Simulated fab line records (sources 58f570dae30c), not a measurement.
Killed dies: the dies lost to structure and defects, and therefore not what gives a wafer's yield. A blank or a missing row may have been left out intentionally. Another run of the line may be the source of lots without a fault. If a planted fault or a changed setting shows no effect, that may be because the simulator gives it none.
Code-filled problem report in 8D (eight disciplines) form + flow berkeley-cmos170 + the parts of the form that need people (team, actions taken, sign-off) are left out

## 1. THE ISSUE
Wafers without a fault read 700.2 nm, standard deviation 1.6; cd-nm at UCB170_V1_CD_MEAS_12 reads a mean of 730.7 nm on 6 wafers belonging to 2 lots. Measured from the usual mean, that is +19 standard deviations.
The step: target cd 700 nm.
Earliest sighting: wafer L758.2 on cd-sem-01 at day 8 21:08. At this step, 42 wafers from 14 lots have a number in the record. By rule, "out" or "out of limits" means more than 4 standard deviations away from the usual mean. All remaining wafers that have a number are taken as sound.

## 2. WHAT IT IS, AND WHAT IT ISN'T
| question                    | is                     | is not                                                                                                         |
|-----------------------------|------------------------|----------------------------------------------------------------------------------------------------------------|
| which readings at this step | cd-nm                  | -                                                                                                              |
| which lots                  | L758, L759             | L752, L753, L754, L755, L764, L767, L768, L770, L771, L772, L774, L775                                         |
| which wafers of those lots  | all that have a number | -                                                                                                              |
| read on which gauges        | cd-sem-01              | cd-sem-02                                                                                                      |
| when                        | from day 8 21:08       | up to then (12 sound wafers); but 24 sound wafers of L764, L767, L768, L770, L771, L772, L774, L775 came after |

## 3. SUSPECTS, AND WHAT RULES EACH OUT
Counting: a tool stays on the suspect list if, at a process step up to the reading, it processed all lots that are out and no sound lot following the first of them.
- ruled out: the gauge at UCB170_V1_CD_MEAS_12. All the wafers that are out were read on cd-sem-01, but those of them that UCB170_V1_PEB_10 has rows for are out there too, on other tools.
- rie-diel-02 at UCB170_M1_ETCH_11 (etches BARC in N2/H2): ruled out as a lasting fault. Following L758 (day 8 14:11), the first lot on it that is out, the sound lots L764, L767, L770 were run on it.
- litho-track-02 at UCB170_V1_PEB_10: ruled out as a lasting fault. Following L758 (day 8 20:52), the first lot on it that is out, the sound lots L771, L772, L774, L775 were run on it.
Left after counting: nothing in the record.

## 4. THE CAUSE (what the simulator had put in)
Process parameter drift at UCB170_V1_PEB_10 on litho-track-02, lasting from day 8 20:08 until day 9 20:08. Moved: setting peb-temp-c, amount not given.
The count ruled it out by mistake, since the rule takes a fault to strike every lot its tool runs from the start of the fault on, and this one did not do so.

## 5. SEQUENCE OF EFFECTS, ordered by route
Rows list readings where the struck wafers' mean (over those with a number) sits beyond 3 standard deviations from the usual. Only readings whose record carries a usual standard deviation are examined. hours: median over the lots of the time between each lot's start at the first step of this table that gives one and its start at this step. sigmas: the change, counted in usual standard deviations.
| hours | step                 | reading              | usual    | on struck wafers | change | sigmas |
|-------|----------------------|----------------------|----------|------------------|--------|--------|
| 0     | UCB170_V1_PEB_10     | heater-power-total-W | 56.79 W  | 60.08            | +3.29  | +84    |
| 0     | UCB170_V1_PEB_10     | plate-temp-C         | 130.02 C | 135.69           | +5.67  | +47    |
| 0     | UCB170_V1_CD_MEAS_12 | cd-nm                | 700.2 nm | 730.7            | +30.5  | +19    |
The process steps in it:
- UCB170_V1_PEB_10

## 6. WHAT WOULD HAVE CAUGHT IT SOONER
In this record the first reading out of limits at a measuring or inspecting step was taken at day 8 21:08, 1 hour after the fault began at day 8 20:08.
At UCB170_V1_PEB_10, the tool's own readings (heater-power-total-W, plate-temp-C) were out on each struck wafer the step has a row for, so an alarm limit on them would have fired on the first such wafer.
